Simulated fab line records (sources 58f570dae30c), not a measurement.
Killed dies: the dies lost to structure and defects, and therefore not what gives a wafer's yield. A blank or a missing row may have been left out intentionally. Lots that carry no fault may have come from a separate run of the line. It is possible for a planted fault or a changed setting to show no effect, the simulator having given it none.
fab line records || flow berkeleyCmos170 || part 2 of 2: steps 34 to 45 of 45
[record] {"lots": 5, "wafers": 15, "lastDay": 13}
route steps=331 shown NLDD@160 SPACER@171 PSD@175 NSD@187 BACKSIDE@199 SDANNEAL@204
lots with no fault: from the same line, run without faults
startH: hours from the record's first day to the start of the lot's first wafer shown || waitH: time in hours since the lot's previous step || " same as the row above || L1.1+2: a row that stands for several wafers || - value missing, or start not given || * or withheld: withheld || < > ~ a bound
route shown NAME@n: NAME is a module with steps in the file, n the number in the route of the first one || usual: mean/standard deviation of fault-free wafers || same: alike in all rows || chamber/n: place in a boat || sites: per-site readings || _std_site: standard deviation across them || _edge_site: outer sites' mean less inner sites' || radiusMm: how far each site lies from the wafer's centre || mask NAME#n: copy n || behind: the most recent tool/chamber to have shaped the wafer || hold: why the lot went on hold/how many hours it stayed there/how the hold came to an end || device: the transistor (n, p or np) that didn't switch || end of line: the same wafers' tests at the end of the route || where a step has no rows: the recipe by itself || killed: not the wafer's yield, but the dies lost to structure and defects at the first sort || map: a wafer's dies, x killed, . not, _ none there
set.NAME: the setting the step ran with; set.NAME@STEP: the setting that earlier step ran with || model.NAME: the simulator's own value behind a step, which no gauge read
lots at some steps of the route; a table a step, a row a wafer
services: from which hour (startH, from the record's first day; less than 0 if before it) a tool's chamber was out of use, for how many hours, and why
[[steps]]
[step UCB170_NSD_CD_MEAS_06]
[recipe] {"targetCdNm": 1200}
[usual] {"cdNm": "1200.0/1.5"}
{"lot.wafer": "L077.2", "tool": "cdSem-02", "chamber": "-", "startH": 187.63, "waitH": "-", "cdNm": 1201.1}
{"lot.wafer": "L077.5", "tool": "cdSem-02", "chamber": "-", "startH": 187.63, "waitH": "-", "cdNm": 1201.0}
{"lot.wafer": "L077.6", "tool": "cdSem-02", "chamber": "-", "startH": 187.63, "waitH": "-", "cdNm": 1200.9}
{"lot.wafer": "L086.1", "tool": "cdSem-01", "chamber": "-", "startH": 220.15, "waitH": "-", "cdNm": 1198.3}
{"lot.wafer": "L086.2", "tool": "cdSem-01", "chamber": "-", "startH": 220.15, "waitH": "-", "cdNm": 1200.2}
{"lot.wafer": "L086.6", "tool": "cdSem-01", "chamber": "-", "startH": 220.15, "waitH": "-", "cdNm": 1199.1}
{"lot.wafer": "L083.4", "tool": "cdSem-02", "chamber": "-", "startH": 220.28, "waitH": "-", "cdNm": 1198.2}
{"lot.wafer": "L083.5", "tool": "cdSem-02", "chamber": "-", "startH": 220.28, "waitH": "-", "cdNm": 1199.3}
{"lot.wafer": "L083.6", "tool": "cdSem-02", "chamber": "-", "startH": 220.28, "waitH": "-", "cdNm": 1199.2}
{"lot.wafer": "L093.2", "tool": "cdSem-02", "chamber": "-", "startH": 252.93, "waitH": "-", "cdNm": 1199.7}
{"lot.wafer": "L093.3", "tool": "cdSem-02", "chamber": "-", "startH": 252.93, "waitH": "-", "cdNm": 1199.1}
{"lot.wafer": "L093.5", "tool": "cdSem-02", "chamber": "-", "startH": 252.93, "waitH": "-", "cdNm": 1200.1}
{"lot.wafer": "L097.1", "tool": "cdSem-02", "chamber": "-", "startH": 278.01, "waitH": "-", "cdNm": 1199.5}
{"lot.wafer": "L097.4", "tool": "cdSem-02", "chamber": "-", "startH": 278.01, "waitH": "-", "cdNm": 1199.8}
{"lot.wafer": "L097.5", "tool": "cdSem-02", "chamber": "-", "startH": 278.01, "waitH": "-", "cdNm": 1200.8}
[step UCB170_NSD_OVL_MEAS_07]
[usual] {"NSD_OVL": "0/6.4"}
{"lot.wafer": "L077.2", "tool": "overlay-01", "chamber": "-", "startH": 187.74, "waitH": 0.1, "NSD_OVL[nm]": -9}
{"lot.wafer": "L077.5", "tool": "overlay-01", "chamber": "-", "startH": 187.74, "waitH": 0.1, "NSD_OVL[nm]": -11}
{"lot.wafer": "L077.6", "tool": "overlay-01", "chamber": "-", "startH": 187.74, "waitH": 0.1, "NSD_OVL[nm]": -12}
{"lot.wafer": "L086.1", "tool": "overlay-02", "chamber": "-", "startH": 220.27, "waitH": 0.1, "NSD_OVL[nm]": 5}
{"lot.wafer": "L086.2", "tool": "overlay-02", "chamber": "-", "startH": 220.27, "waitH": 0.1, "NSD_OVL[nm]": 7}
{"lot.wafer": "L086.6", "tool": "overlay-02", "chamber": "-", "startH": 220.27, "waitH": 0.1, "NSD_OVL[nm]": 14}
{"lot.wafer": "L083.4", "tool": "overlay-02", "chamber": "-", "startH": 220.36, "waitH": 0.1, "NSD_OVL[nm]": -1}
{"lot.wafer": "L083.5", "tool": "overlay-02", "chamber": "-", "startH": 220.36, "waitH": 0.1, "NSD_OVL[nm]": -4}
{"lot.wafer": "L083.6", "tool": "overlay-02", "chamber": "-", "startH": 220.36, "waitH": 0.1, "NSD_OVL[nm]": -1}
{"lot.wafer": "L093.2", "tool": "overlay-01", "chamber": "-", "startH": 253.03, "waitH": 0.1, "NSD_OVL[nm]": -3}
{"lot.wafer": "L093.3", "tool": "overlay-01", "chamber": "-", "startH": 253.03, "waitH": 0.1, "NSD_OVL[nm]": -3}
{"lot.wafer": "L093.5", "tool": "overlay-01", "chamber": "-", "startH": 253.03, "waitH": 0.1, "NSD_OVL[nm]": -2}
{"lot.wafer": "L097.1", "tool": "overlay-01", "chamber": "-", "startH": 278.13, "waitH": 0.1, "NSD_OVL[nm]": -8}
{"lot.wafer": "L097.4", "tool": "overlay-01", "chamber": "-", "startH": 278.13, "waitH": 0.1, "NSD_OVL[nm]": -2}
{"lot.wafer": "L097.5", "tool": "overlay-01", "chamber": "-", "startH": 278.13, "waitH": 0.1, "NSD_OVL[nm]": -2}
[step UCB170_NSD_IMPLANT_08]
[recipe] {"species": "P", "doseCm2": 3e+15, "energyKev": 40, "tiltDeg": 7}
{"lot.wafer": "L077.2+5+6", "tool": "implanter-03", "chamber": 0, "startH": 187.79, "waitH": 0.0}
{"lot.wafer": "L086.1+2+6", "tool": "implanter-03", "chamber": 0, "startH": 220.30, "waitH": 0.0}
{"lot.wafer": "L083.4+5+6", "tool": "implanter-04", "chamber": 0, "startH": 220.45, "waitH": 0.1}
{"lot.wafer": "L093.2+3+5", "tool": "implanter-03", "chamber": 0, "startH": 253.09, "waitH": 0.0}
{"lot.wafer": "L097.1+4+5", "tool": "implanter-01", "chamber": 0, "startH": 278.16, "waitH": 0.0}
[step UCB170_NSD_STRIP_09]
[recipe] {"chemistry": "O2", "powerW": 400, "pressureMtorr": 3500, "platenTempC": "withheld", "o2FlowSccm": 400, "overashFraction": 0.5}
[usual] {"drypumpMotorCurrentA": "5.93/0.25", "oesProductAu": "0.534/0.0044", "stripTimeToEndpointS": "35.85/0.075"}
{"lot.wafer": "L077.2", "tool": "plasmaAsher-03", "chamber": 0, "startH": 187.92, "waitH": 0.1, "drypumpMotorCurrentA": 5.93, "oesProductAu": 0.539, "rfHoursCounterH": 42, "stripTimeToEndpointS": 35.96}
{"lot.wafer": "L077.5", "tool": "plasmaAsher-03", "chamber": 1, "startH": 187.92, "waitH": 0.1, "drypumpMotorCurrentA": 6.25, "oesProductAu": 0.530, "rfHoursCounterH": "-", "stripTimeToEndpointS": 35.84}
{"lot.wafer": "L077.6", "tool": "plasmaAsher-03", "chamber": 0, "startH": 187.92, "waitH": 0.1, "drypumpMotorCurrentA": 5.94, "oesProductAu": 0.528, "rfHoursCounterH": "-", "stripTimeToEndpointS": 35.89}
{"lot.wafer": "L086.1", "tool": "plasmaAsher-01", "chamber": 1, "startH": 220.45, "waitH": 0.1, "drypumpMotorCurrentA": 5.70, "oesProductAu": 0.538, "rfHoursCounterH": 51, "stripTimeToEndpointS": 35.84}
{"lot.wafer": "L086.2", "tool": "plasmaAsher-01", "chamber": 0, "startH": 220.45, "waitH": 0.1, "drypumpMotorCurrentA": 5.65, "oesProductAu": 0.535, "rfHoursCounterH": 51, "stripTimeToEndpointS": 35.72}
{"lot.wafer": "L086.6", "tool": "plasmaAsher-01", "chamber": 0, "startH": 220.45, "waitH": 0.1, "drypumpMotorCurrentA": 5.64, "oesProductAu": 0.532, "rfHoursCounterH": "-", "stripTimeToEndpointS": 35.79}
{"lot.wafer": "L083.4", "tool": "plasmaAsher-03", "chamber": 0, "startH": 220.56, "waitH": 0.1, "drypumpMotorCurrentA": 5.93, "oesProductAu": 0.538, "rfHoursCounterH": "-", "stripTimeToEndpointS": 35.92}
{"lot.wafer": "L083.5", "tool": "plasmaAsher-03", "chamber": 0, "startH": 220.56, "waitH": 0.1, "drypumpMotorCurrentA": 5.94, "oesProductAu": 0.536, "rfHoursCounterH": "-", "stripTimeToEndpointS": 35.89}
{"lot.wafer": "L083.6", "tool": "plasmaAsher-03", "chamber": 1, "startH": 220.56, "waitH": 0.1, "drypumpMotorCurrentA": 6.25, "oesProductAu": 0.537, "rfHoursCounterH": "-", "stripTimeToEndpointS": 35.92}
{"lot.wafer": "L093.2", "tool": "plasmaAsher-01", "chamber": 1, "startH": 253.21, "waitH": 0.1, "drypumpMotorCurrentA": 5.70, "oesProductAu": 0.529, "rfHoursCounterH": 54, "stripTimeToEndpointS": 35.85}
{"lot.wafer": "L093.3", "tool": "plasmaAsher-01", "chamber": 1, "startH": 253.21, "waitH": 0.1, "drypumpMotorCurrentA": 5.69, "oesProductAu": 0.543, "rfHoursCounterH": "-", "stripTimeToEndpointS": 35.79}
{"lot.wafer": "L093.5", "tool": "plasmaAsher-01", "chamber": 1, "startH": 253.21, "waitH": 0.1, "drypumpMotorCurrentA": 5.69, "oesProductAu": 0.539, "rfHoursCounterH": "-", "stripTimeToEndpointS": 35.76}
{"lot.wafer": "L097.1", "tool": "plasmaAsher-01", "chamber": 0, "startH": 278.31, "waitH": 0.1, "drypumpMotorCurrentA": 5.62, "oesProductAu": 0.531, "rfHoursCounterH": 57, "stripTimeToEndpointS": 35.98}
{"lot.wafer": "L097.4", "tool": "plasmaAsher-01", "chamber": 1, "startH": 278.31, "waitH": 0.1, "drypumpMotorCurrentA": 5.71, "oesProductAu": 0.537, "rfHoursCounterH": "-", "stripTimeToEndpointS": 35.93}
{"lot.wafer": "L097.5", "tool": "plasmaAsher-01", "chamber": 0, "startH": 278.31, "waitH": 0.1, "drypumpMotorCurrentA": 5.64, "oesProductAu": 0.534, "rfHoursCounterH": "-", "stripTimeToEndpointS": 35.96}
[step UCB170_NSD_TW_MEAS_10]
[usual] {"NSD_TW": "4174/16"}
{"lot.wafer": "L077.2", "tool": "filmMetro-04", "chamber": "-", "startH": 188.03, "waitH": 0.1, "NSD_TW": 4174}
{"lot.wafer": "L077.5", "tool": "filmMetro-04", "chamber": "-", "startH": 188.03, "waitH": 0.1, "NSD_TW": 4170}
{"lot.wafer": "L077.6", "tool": "filmMetro-04", "chamber": "-", "startH": 188.03, "waitH": 0.1, "NSD_TW": 4181}
{"lot.wafer": "L086.1", "tool": "filmMetro-04", "chamber": "-", "startH": 220.55, "waitH": 0.1, "NSD_TW": 4181}
{"lot.wafer": "L086.2", "tool": "filmMetro-04", "chamber": "-", "startH": 220.55, "waitH": 0.1, "NSD_TW": 4161}
{"lot.wafer": "L086.6", "tool": "filmMetro-04", "chamber": "-", "startH": 220.55, "waitH": 0.1, "NSD_TW": 4162}
{"lot.wafer": "L083.4", "tool": "filmMetro-04", "chamber": "-", "startH": 220.65, "waitH": 0.1, "NSD_TW": 4154}
{"lot.wafer": "L083.5", "tool": "filmMetro-04", "chamber": "-", "startH": 220.65, "waitH": 0.1, "NSD_TW": 4188}
{"lot.wafer": "L083.6", "tool": "filmMetro-04", "chamber": "-", "startH": 220.65, "waitH": 0.1, "NSD_TW": 4178}
{"lot.wafer": "L093.2", "tool": "filmMetro-04", "chamber": "-", "startH": 253.32, "waitH": 0.1, "NSD_TW": 4185}
{"lot.wafer": "L093.3", "tool": "filmMetro-04", "chamber": "-", "startH": 253.32, "waitH": 0.1, "NSD_TW": 4190}
{"lot.wafer": "L093.5", "tool": "filmMetro-04", "chamber": "-", "startH": 253.32, "waitH": 0.1, "NSD_TW": 4186}
{"lot.wafer": "L097.1", "tool": "filmMetro-04", "chamber": "-", "startH": 278.41, "waitH": 0.1, "NSD_TW": 4168}
{"lot.wafer": "L097.4", "tool": "filmMetro-04", "chamber": "-", "startH": 278.41, "waitH": 0.1, "NSD_TW": 4182}
{"lot.wafer": "L097.5", "tool": "filmMetro-04", "chamber": "-", "startH": 278.41, "waitH": 0.1, "NSD_TW": 4184}
[step UCB170_NSD_CLEAN_11]
[recipe] {"chemistry": "SPM", "tempC": 120, "timeS": 600}
{"lot.wafer": "L077.2+5+6", "tool": "wetBench-03", "chamber": 0, "startH": 188.08, "waitH": 0.0}
{"lot.wafer": "L086.1+2+6", "tool": "wetBench-03", "chamber": 0, "startH": 220.61, "waitH": 0.1}
{"lot.wafer": "L083.4+5+6", "tool": "wetBench-03", "chamber": 1, "startH": 220.87, "waitH": 0.2}
{"lot.wafer": "L093.2+3+5", "tool": "wetBench-04", "chamber": 1, "startH": 253.74, "waitH": 0.4}
{"lot.wafer": "L097.1+4+5", "tool": "wetBench-01", "chamber": 2, "startH": 278.47, "waitH": 0.1}
[step UCB170_BACKSIDE_HMDS_00]
[recipe] {"primeTimeS": 60, "primeTempC": 100}
{"lot.wafer": "L077.2+5+6", "tool": "lithoTrack-04", "chamber": 0, "startH": 188.56, "waitH": 0.3}
{"lot.wafer": "L086.1+2+6", "tool": "lithoTrack-02", "chamber": 0, "startH": 221.17, "waitH": 0.4}
{"lot.wafer": "L083.4+5+6", "tool": "lithoTrack-04", "chamber": 0, "startH": 221.29, "waitH": 0.2}
{"lot.wafer": "L093.2+3+5", "tool": "lithoTrack-04", "chamber": 0, "startH": 253.94, "waitH": 0.0}
{"lot.wafer": "L097.1+4+5", "tool": "lithoTrack-01", "chamber": 0, "startH": 278.96, "waitH": 0.3}
[step UCB170_BACKSIDE_COAT_01]
[recipe] {"resist": "KrF", "spinRpm": 1500, "resistThkNm": 900}
{"lot.wafer": "L077.2+5+6", "tool": "lithoTrack-04", "chamber": 0, "startH": 188.71, "waitH": 0.1}
{"lot.wafer": "L086.1+2+6", "tool": "lithoTrack-02", "chamber": 0, "startH": 221.32, "waitH": 0.1}
{"lot.wafer": "L083.4+5+6", "tool": "lithoTrack-04", "chamber": 0, "startH": 221.44, "waitH": 0.1}
{"lot.wafer": "L093.2+3+5", "tool": "lithoTrack-04", "chamber": 0, "startH": 254.09, "waitH": 0.1}
{"lot.wafer": "L097.1+4+5", "tool": "lithoTrack-01", "chamber": 0, "startH": 279.11, "waitH": 0.1}
[step UCB170_BACKSIDE_SOFTBAKE_02]
[recipe] {"resist": "KrF", "tempC": 130, "timeS": 60}
{"lot.wafer": "L077.2+5+6", "tool": "lithoTrack-04", "chamber": 0, "startH": 188.86, "waitH": 0.1}
{"lot.wafer": "L086.1+2+6", "tool": "lithoTrack-02", "chamber": 0, "startH": 221.47, "waitH": 0.1}
{"lot.wafer": "L083.4+5+6", "tool": "lithoTrack-04", "chamber": 0, "startH": 221.59, "waitH": 0.1}
{"lot.wafer": "L093.2+3+5", "tool": "lithoTrack-04", "chamber": 0, "startH": 254.24, "waitH": 0.1}
{"lot.wafer": "L097.1+4+5", "tool": "lithoTrack-01", "chamber": 0, "startH": 279.26, "waitH": 0.1}
[step UCB170_BACKSIDE_STRIP_03]
[recipe] {"chemistry": "O2", "powerW": 400, "pressureMtorr": 3500, "platenTempC": "withheld", "o2FlowSccm": 400, "overashFraction": 0.5}
[usual] {"drypumpMotorCurrentA": "5.8/0.33", "oesProductAu": "0.735/0.0049", "stripTimeToEndpointS": "21.99/0.058"}
{"lot.wafer": "L077.2", "tool": "plasmaAsher-03", "chamber": 0, "startH": 188.99, "waitH": 0.1, "drypumpMotorCurrentA": 5.9, "oesProductAu": 0.736, "rfHoursCounterH": 42, "stripTimeToEndpointS": 22.05}
{"lot.wafer": "L077.5", "tool": "plasmaAsher-03", "chamber": 0, "startH": 188.99, "waitH": 0.1, "drypumpMotorCurrentA": 5.9, "oesProductAu": 0.738, "rfHoursCounterH": "-", "stripTimeToEndpointS": 22.05}
{"lot.wafer": "L077.6", "tool": "plasmaAsher-03", "chamber": 1, "startH": 188.99, "waitH": 0.1, "drypumpMotorCurrentA": 6.3, "oesProductAu": 0.733, "rfHoursCounterH": "-", "stripTimeToEndpointS": 22.04}
{"lot.wafer": "L086.1", "tool": "plasmaAsher-02", "chamber": 1, "startH": 221.62, "waitH": 0.1, "drypumpMotorCurrentA": 5.2, "oesProductAu": 0.739, "rfHoursCounterH": 50, "stripTimeToEndpointS": 22.03}
{"lot.wafer": "L086.2", "tool": "plasmaAsher-02", "chamber": 0, "startH": 221.62, "waitH": 0.1, "drypumpMotorCurrentA": 5.5, "oesProductAu": 0.741, "rfHoursCounterH": 50, "stripTimeToEndpointS": 22.00}
{"lot.wafer": "L086.6", "tool": "plasmaAsher-02", "chamber": 1, "startH": 221.62, "waitH": 0.1, "drypumpMotorCurrentA": 5.2, "oesProductAu": 0.734, "rfHoursCounterH": "-", "stripTimeToEndpointS": 21.96}
{"lot.wafer": "L083.4", "tool": "plasmaAsher-01", "chamber": 1, "startH": 221.70, "waitH": 0.1, "drypumpMotorCurrentA": 5.7, "oesProductAu": 0.723, "rfHoursCounterH": "-", "stripTimeToEndpointS": 21.90}
{"lot.wafer": "L083.5", "tool": "plasmaAsher-01", "chamber": 0, "startH": 221.70, "waitH": 0.1, "drypumpMotorCurrentA": 5.6, "oesProductAu": 0.732, "rfHoursCounterH": "-", "stripTimeToEndpointS": 21.98}
{"lot.wafer": "L083.6", "tool": "plasmaAsher-01", "chamber": 1, "startH": 221.70, "waitH": 0.1, "drypumpMotorCurrentA": 5.7, "oesProductAu": 0.736, "rfHoursCounterH": "-", "stripTimeToEndpointS": 21.94}
{"lot.wafer": "L093.2", "tool": "plasmaAsher-03", "chamber": 0, "startH": 254.36, "waitH": 0.1, "drypumpMotorCurrentA": 5.9, "oesProductAu": 0.730, "rfHoursCounterH": 50, "stripTimeToEndpointS": 22.03}
{"lot.wafer": "L093.3", "tool": "plasmaAsher-03", "chamber": 1, "startH": 254.36, "waitH": 0.1, "drypumpMotorCurrentA": 6.3, "oesProductAu": 0.739, "rfHoursCounterH": "-", "stripTimeToEndpointS": 21.99}
{"lot.wafer": "L093.5", "tool": "plasmaAsher-03", "chamber": 1, "startH": 254.36, "waitH": 0.1, "drypumpMotorCurrentA": 6.3, "oesProductAu": 0.733, "rfHoursCounterH": "-", "stripTimeToEndpointS": 22.02}
{"lot.wafer": "L097.1", "tool": "plasmaAsher-02", "chamber": 1, "startH": 279.41, "waitH": 0.1, "drypumpMotorCurrentA": 5.2, "oesProductAu": 0.745, "rfHoursCounterH": 56, "stripTimeToEndpointS": 21.90}
{"lot.wafer": "L097.4", "tool": "plasmaAsher-02", "chamber": 0, "startH": 279.41, "waitH": 0.1, "drypumpMotorCurrentA": 5.5, "oesProductAu": 0.731, "rfHoursCounterH": "-", "stripTimeToEndpointS": 22.00}
{"lot.wafer": "L097.5", "tool": "plasmaAsher-02", "chamber": 0, "startH": 279.41, "waitH": 0.1, "drypumpMotorCurrentA": 5.5, "oesProductAu": 0.736, "rfHoursCounterH": "-", "stripTimeToEndpointS": 21.96}
[step UCB170_BACKSIDE_CLEAN_04]
[recipe] {"chemistry": "SPM", "tempC": 120, "timeS": 600}
{"lot.wafer": "L077.2+5+6", "tool": "wetBench-04", "chamber": 3, "startH": 189.09, "waitH": 0.1}
{"lot.wafer": "L083.4+5+6", "tool": "wetBench-04", "chamber": 0, "startH": 223.05, "waitH": 1.3}
{"lot.wafer": "L086.1+2+6", "tool": "wetBench-04", "chamber": 1, "startH": 223.05, "waitH": 1.4}
{"lot.wafer": "L093.2+3+5", "tool": "wetBench-04", "chamber": 0, "startH": 254.48, "waitH": 0.1}
{"lot.wafer": "L097.1+4+5", "tool": "wetBench-02", "chamber": 0, "startH": 279.51, "waitH": 0.1}
[step UCB170_SDANNEAL_RTA_00]
[recipe] {"tempC": 900, "timeS": 10, "ambient": "N2"}
[usual] {"lampPowerPct": "26/4.9", "wafer_temp_C_max": "904.0/0.86"}
{"lot.wafer": "L077.2", "tool": "rtpAnneal-02", "chamber": 0, "startH": 189.27, "waitH": 0.0, "lampPowerPct": 32, "wafer_temp_C_max": 903.6}
{"lot.wafer": "L077.5", "tool": "rtpAnneal-02", "chamber": 0, "startH": 189.27, "waitH": 0.0, "lampPowerPct": 32, "wafer_temp_C_max": 903.0}
{"lot.wafer": "L077.6", "tool": "rtpAnneal-02", "chamber": 0, "startH": 189.27, "waitH": 0.0, "lampPowerPct": 32, "wafer_temp_C_max": 904.1}
{"lot.wafer": "L086.1", "tool": "rtpAnneal-01", "chamber": 0, "startH": 223.22, "waitH": 0.0, "lampPowerPct": 22, "wafer_temp_C_max": 905.0}
{"lot.wafer": "L086.2", "tool": "rtpAnneal-01", "chamber": 0, "startH": 223.22, "waitH": 0.0, "lampPowerPct": 22, "wafer_temp_C_max": 904.0}
{"lot.wafer": "L086.6", "tool": "rtpAnneal-01", "chamber": 0, "startH": 223.22, "waitH": 0.0, "lampPowerPct": 22, "wafer_temp_C_max": 903.8}
{"lot.wafer": "L083.4", "tool": "rtpAnneal-02", "chamber": 0, "startH": 223.26, "waitH": 0.0, "lampPowerPct": 32, "wafer_temp_C_max": 903.5}
{"lot.wafer": "L083.5", "tool": "rtpAnneal-02", "chamber": 0, "startH": 223.26, "waitH": 0.0, "lampPowerPct": 32, "wafer_temp_C_max": 905.3}
{"lot.wafer": "L083.6", "tool": "rtpAnneal-02", "chamber": 0, "startH": 223.26, "waitH": 0.0, "lampPowerPct": 32, "wafer_temp_C_max": 905.4}
{"lot.wafer": "L093.2", "tool": "rtpAnneal-01", "chamber": 0, "startH": 254.66, "waitH": 0.0, "lampPowerPct": 22, "wafer_temp_C_max": 903.4}
{"lot.wafer": "L093.3", "tool": "rtpAnneal-01", "chamber": 0, "startH": 254.66, "waitH": 0.0, "lampPowerPct": 22, "wafer_temp_C_max": 903.1}
{"lot.wafer": "L093.5", "tool": "rtpAnneal-01", "chamber": 0, "startH": 254.66, "waitH": 0.0, "lampPowerPct": 22, "wafer_temp_C_max": 903.8}
{"lot.wafer": "L097.1", "tool": "rtpAnneal-02", "chamber": 0, "startH": 279.68, "waitH": 0.0, "lampPowerPct": 32, "wafer_temp_C_max": 904.0}
{"lot.wafer": "L097.4", "tool": "rtpAnneal-02", "chamber": 0, "startH": 279.68, "waitH": 0.0, "lampPowerPct": 32, "wafer_temp_C_max": 904.7}
{"lot.wafer": "L097.5", "tool": "rtpAnneal-02", "chamber": 0, "startH": 279.68, "waitH": 0.0, "lampPowerPct": 32, "wafer_temp_C_max": 903.0}
[[services]]
{"tool": "plasmaAsher-02", "chamber": "-", "startH": 156.06, "hours": 2.1, "kind": "repair"}
{"tool": "krfScanner-01", "chamber": "-", "startH": 158.54, "hours": 0.8, "kind": "pm"}
{"tool": "rtpAnneal-01", "chamber": "-", "startH": 165.13, "hours": 1.3, "kind": "pm"}
{"tool": "krfScanner-01", "chamber": "-", "startH": 172.31, "hours": 1.0, "kind": "pm"}
{"tool": "plasmaAsher-04", "chamber": "-", "startH": 174.14, "hours": 15.6, "kind": "pm"}
{"tool": "plasmaAsher-02", "chamber": "-", "startH": 179.65, "hours": 28.1, "kind": "pm"}
{"tool": "pecvd-02", "chamber": 1, "startH": 193.11, "hours": 17.2, "kind": "repair"}
{"tool": "krfScanner-02", "chamber": "-", "startH": 202.82, "hours": 1.3, "kind": "pm"}
{"tool": "wetBench-02", "chamber": "-", "startH": 203.14, "hours": 1.1, "kind": "repair"}
{"tool": "implanter-02", "chamber": "-", "startH": 207.75, "hours": 1.8, "kind": "repair"}
{"tool": "krfScanner-01", "chamber": "-", "startH": 208.12, "hours": 1.3, "kind": "pm"}
{"tool": "plasmaAsher-02", "chamber": "-", "startH": 219.52, "hours": 2.0, "kind": "repair"}
{"tool": "implanter-02", "chamber": "-", "startH": 222.39, "hours": 4.8, "kind": "repair"}
{"tool": "implanter-04", "chamber": "-", "startH": 227.72, "hours": 12.6, "kind": "pm"}
{"tool": "plasmaAsher-02", "chamber": "-", "startH": 233.96, "hours": 3.2, "kind": "repair"}
{"tool": "pecvd-02", "chamber": "-", "startH": 242.50, "hours": 14.0, "kind": "pm"}
{"tool": "plasmaAsher-01", "chamber": "-", "startH": 247.52, "hours": 2.9, "kind": "repair"}
{"tool": "krfScanner-02", "chamber": "-", "startH": 249.26, "hours": 1.0, "kind": "pm"}
{"tool": "implanter-02", "chamber": "-", "startH": 249.50, "hours": 5.6, "kind": "repair"}
{"tool": "plasmaAsher-02", "chamber": "-", "startH": 250.30, "hours": 2.7, "kind": "repair"}
{"tool": "implanter-03", "chamber": "-", "startH": 253.86, "hours": 6.3, "kind": "repair"}
{"tool": "krfScanner-01", "chamber": "-", "startH": 256.35, "hours": 1.4, "kind": "repair"}
{"tool": "pecvd-02", "chamber": 1, "startH": 273.73, "hours": 16.1, "kind": "repair"}
{"tool": "implanter-03", "chamber": "-", "startH": 275.08, "hours": 3.6, "kind": "pm"}
